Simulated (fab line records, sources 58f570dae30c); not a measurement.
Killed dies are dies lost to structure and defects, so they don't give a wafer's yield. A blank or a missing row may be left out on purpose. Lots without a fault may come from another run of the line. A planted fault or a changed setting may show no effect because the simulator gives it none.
One fault seen from 2 desks | flow berkeley_cmos170 | each desk has only its own numbers; what lay behind them comes last

THE METROLOGY DESK
What the gauges read, lot by lot, whatever tool the lot ran on: means of the sampled wafers that have a number. A lot is out of limits, marked OUT, if its mean lies more than 4 standard deviations from the usual mean; the brackets give that distance.
Columns: A = M1_OVL at UCB170_M1_OVL_MEAS_10, usual -1 nm; B = cd_nm at UCB170_M1_CD_MEAS_90, usual 700.6 nm; C = V1_BOW at UCB170_V1_BOW_MEAS_03, usual 19 um
lot  | first seen here | A  | B     | C
L175 | day 6 22:07     | 6  | 700.2 | 19
L176 | day 7 12:42     | -1 | 701.8 | 10
L177 | day 7 12:44     | -3 | 699.0 | 14
L178 | day 7 14:17     | -6 | 701.1 | 14
L184 | day 8 19:54     | 2  | 703.6 | 23
L187 | day 9 16:14     | 7  | 699.6 | 23
L189 | day 10 08:07    | 0  | 701.2 | 9
L191 | day 10 19:30    | -2 | 702.2 | 20
L193 | day 10 20:04    | 0  | 702.7 | 17
L194 | day 11 04:58    | 3  | 700.5 | 22
L195 | day 11 05:42    | 3  | 699.7 | 19
L196 | day 11 16:22    | 4  | 698.8 | 19
L197 | day 12 06:22    | 1  | 698.7 | 12
This desk's finding: nothing out of limits on any of the 13 lots.

THE TOOL OWNER'S DESK: rie_metal-04
The tool's own readings at UCB170_M1_METAL_ETCH_12 (etches Al in Cl2/BCl3, stops on PSG, target depth 780 nm, time 130 s): means of the sampled wafers that have a number, for each lot that ran on this tool. A lot is out of limits, marked OUT, if its mean lies more than 4 standard deviations from the usual mean; the brackets give that distance.
Columns: A = drypump_motor_current_A at UCB170_M1_METAL_ETCH_12, usual 5.5 A; B = oes_product_au at UCB170_M1_METAL_ETCH_12, usual 0.847 a.u.; C = throttle_valve_pct at UCB170_M1_METAL_ETCH_12, usual 24.42 %
lot  | first seen here | A   | B     | C
L176 | day 7 12:47     | 5.4 | 0.833 | 24.32
L178 | day 7 14:22     | 5.7 | 0.837 | 24.38
L184 | day 8 20:00     | 5.7 | 0.842 | 24.38
L197 | day 12 06:26    | 5.7 | 0.841 | 24.38
This desk's finding: nothing out of limits on any of the 4 lots.

PUT TOGETHER
The metrology desk saw nothing out of limits.
The tool owner's desk saw nothing out of limits.

WHAT THE SIMULATOR HAD PUT IN
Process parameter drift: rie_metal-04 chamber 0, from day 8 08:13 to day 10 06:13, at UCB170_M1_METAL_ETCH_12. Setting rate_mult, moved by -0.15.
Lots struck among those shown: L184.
